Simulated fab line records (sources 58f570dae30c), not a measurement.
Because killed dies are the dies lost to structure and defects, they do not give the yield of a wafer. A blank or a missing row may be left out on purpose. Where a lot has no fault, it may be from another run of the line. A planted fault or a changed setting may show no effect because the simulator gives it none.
Which tool was responsible? :: flow berkeley_cmos170 :: Sampling: 14 lots, 42 wafers, 4 of 331 route steps

WHAT EACH GAUGE READ, for each wafer
UCB170_NSD_CD_MEAS_06: target cd 1200 nm.
lot: L750
measured: day 7 01:43
on: cd_sem-01
cd_nm (nm): 1198.0 1197.8 1198.9

lot: L751
measured: day 7 02:04
on: cd_sem-01
cd_nm (nm): 1201.3 1201.2 1201.7

lot: L755
measured: day 8 03:45
on: cd_sem-02
cd_nm (nm): 1198.8 1199.8 1199.4

lot: L759
measured: day 8 15:52
on: cd_sem-02
cd_nm (nm): 1198.2 1198.1 1198.7

lot: L758
measured: day 8 15:59
on: cd_sem-01
cd_nm (nm): 1199.4 1200.5 1198.8

lot: L760
measured: day 9 17:44
on: cd_sem-02
cd_nm (nm): 1200.7 1200.8 1200.0

lot: L764
measured: day 9 18:03
on: cd_sem-02
cd_nm (nm): 1201.5 1201.3 1200.4

lot: L762
measured: day 9 18:20
on: cd_sem-02
cd_nm (nm): 1199.4 1200.0 1197.3

lot: L766
measured: day 9 18:52
on: cd_sem-02
cd_nm (nm): 1201.6 1201.6 1200.6

lot: L767
measured: day 10 04:44
on: cd_sem-01
cd_nm (nm): 1198.6 1197.8 1198.6

lot: L768
measured: day 10 04:53
on: cd_sem-02
cd_nm (nm): 1200.6 1201.2 1200.8

lot: L770
measured: day 10 23:14
on: cd_sem-02
cd_nm (nm): 1200.6 1200.4 1199.4

lot: L772
measured: day 11 09:12
on: cd_sem-02
cd_nm (nm): 1201.2 1203.5 1202.1

lot: L773
measured: day 11 20:02
on: cd_sem-02
cd_nm (nm): 1201.3 1199.1 1201.6

UCB170_M1_OVL_MEAS_10.
lot: L750
measured: day 7 09:54
on: overlay-02
M1_OVL (nm): -1 1 0

lot: L751
measured: day 7 11:40
on: overlay-02
M1_OVL (nm): -11 -6 -6

lot: L755
measured: day 8 17:39
on: overlay-02
M1_OVL (nm): 2 -2 5

lot: L759
measured: day 9 01:18
on: overlay-01
M1_OVL (nm): 6 5 10

lot: L758
measured: day 9 03:34
on: overlay-01
M1_OVL (nm): -2 9 13

lot: L760
measured: day 10 05:08
on: overlay-01
M1_OVL (nm): 4 -4 -2

lot: L764
measured: day 10 04:35
on: overlay-01
M1_OVL (nm): 2 5 2

lot: L762
measured: day 10 05:49
on: overlay-02
M1_OVL (nm): -9 7 -3

lot: L766
measured: day 10 06:05
on: overlay-01
M1_OVL (nm): -9 -1 12

lot: L767
measured: day 10 19:28
on: overlay-01
M1_OVL (nm): 3 3 6

lot: L768
measured: day 10 18:44
on: overlay-01
M1_OVL (nm): -3 -2 -1

lot: L770
measured: day 11 07:31
on: overlay-01
M1_OVL (nm): -2 5 2

lot: L772
measured: day 11 17:16
on: overlay-02
M1_OVL (nm): -9 -1 -4

lot: L773
measured: day 12 08:02
on: overlay-01
M1_OVL (nm): -5 -4 -8

UCB170_V1_CD_MEAS_90: target cd 700 nm.
lot: L750
measured: day 7 16:25
on: cd_sem-01
cd_nm (nm): 699.3 700.1 701.4

lot: L751
measured: day 7 19:14
on: cd_sem-01
cd_nm (nm): 700.5 698.8 699.4

lot: L755
measured: day 9 01:52
on: cd_sem-01
cd_nm (nm): 701.8 700.4 702.9

lot: L759
measured: day 9 07:19
on: cd_sem-01
cd_nm (nm): 702.3 701.3 703.3

lot: L758
measured: day 9 10:28
on: cd_sem-01
cd_nm (nm): 698.2 699.6 696.6

lot: L760
measured: day 10 11:49
on: cd_sem-01
cd_nm (nm): 698.3 696.7 697.8

lot: L764
measured: day 10 11:17
on: cd_sem-01
cd_nm (nm): 698.9 698.4 698.6

lot: L762
measured: day 10 11:53
on: cd_sem-02
cd_nm (nm): 698.3 700.3 699.7

lot: L766
measured: day 10 11:35
on: cd_sem-01
cd_nm (nm): 698.5 699.1 698.4

lot: L767
measured: day 11 03:02
on: cd_sem-01
cd_nm (nm): 700.4 701.2 700.3

lot: L768
measured: day 11 00:44
on: cd_sem-01
cd_nm (nm): 698.8 699.7 698.7

lot: L770
measured: day 11 17:47
on: cd_sem-02
cd_nm (nm): 701.1 703.2 700.5

lot: L772
measured: day 12 00:54
on: cd_sem-01
cd_nm (nm): 700.1 697.8 699.2

lot: L773
measured: day 12 18:07
on: cd_sem-02
cd_nm (nm): 702.3 701.8 702.6

TOOL THAT RAN EACH LOT (tool first, then ch and the chambers of the sampled wafers, then the start)
lot: L750
UCB170_M1_STRIP_13: plasma_asher-03 ch 0, day 7 10:07

lot: L751
UCB170_M1_STRIP_13: plasma_asher-02 ch 0,1, day 7 11:52

lot: L755
UCB170_M1_STRIP_13: plasma_asher-02 ch 0,1, day 8 17:52

lot: L759
UCB170_M1_STRIP_13: plasma_asher-03 ch 0, day 9 01:32

lot: L758
UCB170_M1_STRIP_13: plasma_asher-03 ch 0,1, day 9 03:48

lot: L760
UCB170_M1_STRIP_13: plasma_asher-02 ch 0,1, day 10 05:22

lot: L764
UCB170_M1_STRIP_13: plasma_asher-01 ch 0,1, day 10 04:55

lot: L762
UCB170_M1_STRIP_13: plasma_asher-02 ch 0,1, day 10 06:10

lot: L766
UCB170_M1_STRIP_13: plasma_asher-01 ch 0,1, day 10 06:17

lot: L767
UCB170_M1_STRIP_13: plasma_asher-02 ch 0,1, day 10 19:40

lot: L768
UCB170_M1_STRIP_13: plasma_asher-01 ch 0,1, day 10 18:58

lot: L770
UCB170_M1_STRIP_13: plasma_asher-02 ch 0, day 11 07:43

lot: L772
UCB170_M1_STRIP_13: plasma_asher-03 ch 0,1, day 11 17:37

lot: L773
UCB170_M1_STRIP_13: plasma_asher-03 ch 0,1, day 12 08:14
- UCB170_M1_STRIP_13: strips in O2.

WHAT THE TOOLS THEMSELVES READ (means of the sampled wafers that have a number; where no wafer has one, the mark that the record gives instead)
UCB170_M1_STRIP_13.
lot: L750
tool: plasma_asher-03
drypump_motor_current_A (A): 6.1
o2_flow_sccm (sccm): 400.7
oes_product_au (a.u.): 0.722

lot: L751
tool: plasma_asher-02
drypump_motor_current_A (A): 6.0
o2_flow_sccm (sccm): 398.7
oes_product_au (a.u.): 0.725

lot: L755
tool: plasma_asher-02
drypump_motor_current_A (A): 6.0
o2_flow_sccm (sccm): 400.1
oes_product_au (a.u.): 0.719

lot: L759
tool: plasma_asher-03
drypump_motor_current_A (A): 6.1
o2_flow_sccm (sccm): 479.2
oes_product_au (a.u.): 0.732

lot: L758
tool: plasma_asher-03
drypump_motor_current_A (A): 6.1
o2_flow_sccm (sccm): 479.5
oes_product_au (a.u.): 0.732

lot: L760
tool: plasma_asher-02
drypump_motor_current_A (A): 5.7
o2_flow_sccm (sccm): 399.9
oes_product_au (a.u.): 0.720

lot: L764
tool: plasma_asher-01
drypump_motor_current_A (A): 5.7
o2_flow_sccm (sccm): 398.5
oes_product_au (a.u.): 0.718

lot: L762
tool: plasma_asher-02
drypump_motor_current_A (A): 6.0
o2_flow_sccm (sccm): 399.7
oes_product_au (a.u.): 0.720

lot: L766
tool: plasma_asher-01
drypump_motor_current_A (A): 5.8
o2_flow_sccm (sccm): 400.7
oes_product_au (a.u.): 0.721

lot: L767
tool: plasma_asher-02
drypump_motor_current_A (A): 6.0
o2_flow_sccm (sccm): 401.5
oes_product_au (a.u.): 0.721

lot: L768
tool: plasma_asher-01
drypump_motor_current_A (A): 5.7
o2_flow_sccm (sccm): 398.2
oes_product_au (a.u.): 0.719

lot: L770
tool: plasma_asher-02
drypump_motor_current_A (A): 5.5
o2_flow_sccm (sccm): 400.1
oes_product_au (a.u.): 0.720

lot: L772
tool: plasma_asher-03
drypump_motor_current_A (A): 6.2
o2_flow_sccm (sccm): 400.3
oes_product_au (a.u.): 0.724

lot: L773
tool: plasma_asher-03
drypump_motor_current_A (A): 6.2
o2_flow_sccm (sccm): 400.1
oes_product_au (a.u.): 0.721

THE ANSWER, worked out from the rows above alone
Rule: usual is defined by the lots themselves. Put in order of their means at a reading, lots are off if they are a third of the lots or fewer, leave a main group of 4 or more, and stand apart from it by a gap of 3 or more times the standard deviation of the main group's means; of several such gaps the widest counts. If all means in a main group match to the digits the tables above print for the reading, that group is not used. Also off: a lot with no number at a reading for which 4 or more lots have one. Where the step has rows for the other lots, those lots are counted as sound. The gauges are gone through in route order, then the tools' own readings, and for those a lot's mean is taken as printed above. The first step at which some lot is off is used, and at that step the reading that is off furthest; a lot without a number counts as furthest.
Off: L759, L758, at UCB170_M1_STRIP_13 (o2_flow_sccm). The main group has a mean of 399.9 sccm with a standard deviation of 0.93.
If a tool, at that step or one of the process steps before it, ran each lot that is off and ran no sound lot following the first of them, it fits. Of those tried, none fits.

WHAT THE SIMULATOR PUT IN
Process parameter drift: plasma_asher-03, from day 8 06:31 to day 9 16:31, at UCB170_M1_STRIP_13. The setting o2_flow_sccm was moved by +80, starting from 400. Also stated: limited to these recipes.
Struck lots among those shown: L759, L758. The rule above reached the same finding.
